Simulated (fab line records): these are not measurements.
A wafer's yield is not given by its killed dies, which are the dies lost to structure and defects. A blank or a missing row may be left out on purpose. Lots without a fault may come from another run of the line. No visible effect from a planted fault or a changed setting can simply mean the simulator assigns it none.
Lot-split experiment ; flow rit cmos ; 23 wafers read from 5 lots, route of 202 steps

== THE SPLIT ITSELF ==
At RIT_PLDD_COAT_01 (resist thk 1000 nm), the setting spin rpm was moved away from the recipe's 3250 rpm on 4 of the 23 wafers read, by -6.6% to +3.7%. This setting was run at the recipe's value on the other wafers.

== FROM THE SPLIT TO THE READING: what the file shows between them, 3 steps ==
- RIT_PLDD_SOFTBAKE_02: time 60 s
- RIT_PLDD_EXPOSE_03: exposes mask M8, target cd 40900 nm
- RIT_PLDD_DEVELOP_05: develop time 50 s

== THE READING ==
NOVOLAK_of_PLDD_COAT_01.thk nm (the simulator's own value, which no gauge read), in nm, at RIT_PLDD_HARDBAKE_07 (time 60 s). No usual value for it is given in the file. Here, 19 wafers ran the recipe; their average is 885.0 nm with a standard deviation of 1.8 nm.

wafer;tool, chamber at the split;spin rpm as run, rpm;against the recipe;NOVOLAK_of_PLDD_COAT_01.thk nm, nm;against lot-mates on the recipe
L076.1;litho track-03, 0;3250;recipe;883.9;-
L076.2;litho track-03, 0;3250;recipe;886.4;-
L076.3;litho track-03, 0;3250;recipe;886.9;-
L076.4;litho track-03, 0;3250;recipe;885.6;-
L076.5;litho track-03, 0;3250;recipe;882.6;-
L077.1;litho track-02, 0;3250;recipe;886.4;-
L077.3;litho track-02, 0;3250;recipe;884.9;-
L077.4;litho track-02, 0;3250;recipe;883.4;-
L077.5;litho track-02, 0;3370;+3.7%;869.2;-15.7
L077.6;litho track-02, 0;3370;+3.7%;868.6;-16.3
L080.2;litho track-04, 0;3250;recipe;884.9;-
L080.3;litho track-04, 0;3250;recipe;881.8;-
L080.4;litho track-04, 0;3250;recipe;884.7;-
L080.5;litho track-04, 0;3250;recipe;883.2;-
L080.6;litho track-04, 0;3250;recipe;885.3;-
L082.1;litho track-02, 0;3037;-6.6%;918.1;+31.1
L082.2;litho track-02, 0;3250;recipe;887.8;-
L082.3;litho track-02, 0;3037;-6.6%;918.8;+31.8
L082.5;litho track-02, 0;3250;recipe;884.9;-
L082.6;litho track-02, 0;3250;recipe;888.4;-
L085.1;litho track-03, 0;3250;recipe;886.7;-
L085.3;litho track-03, 0;3250;recipe;882.3;-
L085.4;litho track-03, 0;3250;recipe;885.5;-

FIT RESULTS
A straight line over all 23 wafers: NOVOLAK_of_PLDD_COAT_01.thk nm changes by -4.91 nm for each +1% of spin rpm; r = -0.99; the points scatter about the line by 1.8 nm.
The same after taking each lot's own level away (the mean of its wafers on the recipe; 23 wafers): -4.67 nm for each +1%; r = -0.99; scatter 1.5 nm.
That fit puts the effect of the largest move of spin rpm on the reading at 31 nm.
From 883.98 to 887.03 nm: that is the span of the lots' own levels, equal to 1.7 times the standard deviation above.
So the lot-to-lot level changes the slope little: the two slopes agree.
Check: +30.6 nm against its lot-mates is what the line predicts for one of the wafers moved furthest among these (-6.6%) when that wafer is left out of the fit. Against them it came out at +31.1 nm.

== THE WHOLE CHAIN: every reading that the file lists as answering this split, in the file's order ==
step;what it does;reading;change (the file's fit);r (the file's)
RIT_PLDD_COAT_01;resist thk 1000 nm;NOVOLAK_of_PLDD_COAT_01.thk nm (the simulator's own value, which no gauge read);-5.35 nm for each +1% of the setting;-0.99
RIT_PLDD_HARDBAKE_07;time 60 s;NOVOLAK_of_PLDD_COAT_01.thk nm (the simulator's own value, which no gauge read);-4.68 nm for each +1% of the setting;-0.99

== THE FILE'S OWN FIT ==
NOVOLAK_of_PLDD_COAT_01.thk nm changes by -4.68 nm for each +1% of spin rpm, r = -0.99.
